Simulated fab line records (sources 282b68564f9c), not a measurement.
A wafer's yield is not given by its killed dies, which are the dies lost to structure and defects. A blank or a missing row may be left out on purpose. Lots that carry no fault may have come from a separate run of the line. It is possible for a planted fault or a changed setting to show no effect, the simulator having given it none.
One fault seen from 2 desks | flow rit_cmos | each desk holds nothing but its own numbers, with what lay behind them at the end

## FOR THE TOOL OWNER'S DESK: furnace-01
The tool's own readings at RIT_GATE_OXIDATION_05 (target thk 3 nm, ox time 270 s): means of the sampled wafers that have a number, for each lot that ran on this tool. Any lot whose mean is over 4 standard deviations away from the usual mean is out of limits and marked OUT; that distance is given in the brackets.
Columns: A = spike_tc_centre_C at RIT_GATE_OXIDATION_05, usual 902.2 C; B = spike_tc_load_C at RIT_GATE_OXIDATION_05, usual 929 C; C = spike_tc_source_C at RIT_GATE_OXIDATION_05, usual 925.3 C; D = tube_center_temp_C_max at RIT_GATE_OXIDATION_05, usual 902.4
lot  | first seen here | A               | B              | C                | D
L845 | day 2 18:03     | 903.9           | 930            | 927.0            | 902.2
L846 | day 3 02:56     | 903.1           | 932            | 927.2            | 902.8
L847 | day 3 07:23     | 903.8           | 930            | 927.7            | 902.8
L849 | day 3 14:03     | 888.1 (-10) OUT | 915 (-4.0) OUT | 910.8 (-8.5) OUT | 902.2
L851 | day 3 21:03     | 887.3 (-11) OUT | 914 (-4.5) OUT | 910.7 (-8.6) OUT | 902.2
L852 | day 4 01:26     | 887.0 (-11) OUT | 915 (-4.2) OUT | 911.1 (-8.4) OUT | 902.4
L867 | day 7 02:49     | 903.1           | 930            | 925.9            | 902.0
This desk's verdict: out of limits on L849, L851, L852, starting with L849 at day 3 14:03 (spike_tc_centre_C at RIT_GATE_OXIDATION_05). Within limits: L845, L846, L847, L867.

## AT THE METROLOGY DESK
Means of the sampled wafers that have a number, per lot and without regard to the tool the lot ran on: this is what the gauges read. Any lot whose mean is over 4 standard deviations away from the usual mean is out of limits and marked OUT; that distance is given in the brackets.
Columns: A = GATE_OXIDE_THK at RIT_GATE_THK_MEAS_07, usual 2.99 nm
lot  | first seen here | A
L844 | day 2 15:46     | 2.98
L845 | day 2 20:54     | 2.97
L846 | day 3 05:22     | 3.02
L847 | day 3 08:43     | 3.09
L849 | day 3 16:22     | 2.55 (-6.1) OUT
L851 | day 3 22:23     | 2.42 (-7.8) OUT
L852 | day 4 03:28     | 2.53 (-6.3) OUT
L858 | day 5 07:23     | 2.91
L859 | day 5 14:13     | 3.00
L860 | day 5 18:05     | 2.94
L863 | day 6 08:20     | 3.04
L864 | day 6 13:58     | 3.00
L865 | day 6 17:54     | 2.89
L866 | day 7 00:02     | 2.87
L867 | day 7 04:18     | 2.93
This desk reports L849, L851, L852 out of limits; the earliest was L849 at day 3 16:22 (GATE_OXIDE_THK at RIT_GATE_THK_MEAS_07). Within limits: L844, L845, L846, L847, L858, L859, L860, L863, L864, L865, L866, L867.

## BROUGHT TOGETHER
At day 3 14:03, on L849, L851, L852, the tool owner's desk was in a position to raise an alarm.
L849, L851, L852 would have let the metrology desk raise an alarm at day 3 16:22.
The lots listed all ran RIT_GATE_OXIDATION_05 on furnace-01.

## WHAT WAS PUT IN BY THE SIMULATOR
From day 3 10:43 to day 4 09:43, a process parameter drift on furnace-01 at RIT_GATE_OXIDATION_05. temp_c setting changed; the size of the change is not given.
Struck lots among those shown: L849, L851, L852.
Time in hours from fault onset to the first out-of-limits reading at each desk: tool owner's desk 3, metrology desk 6.
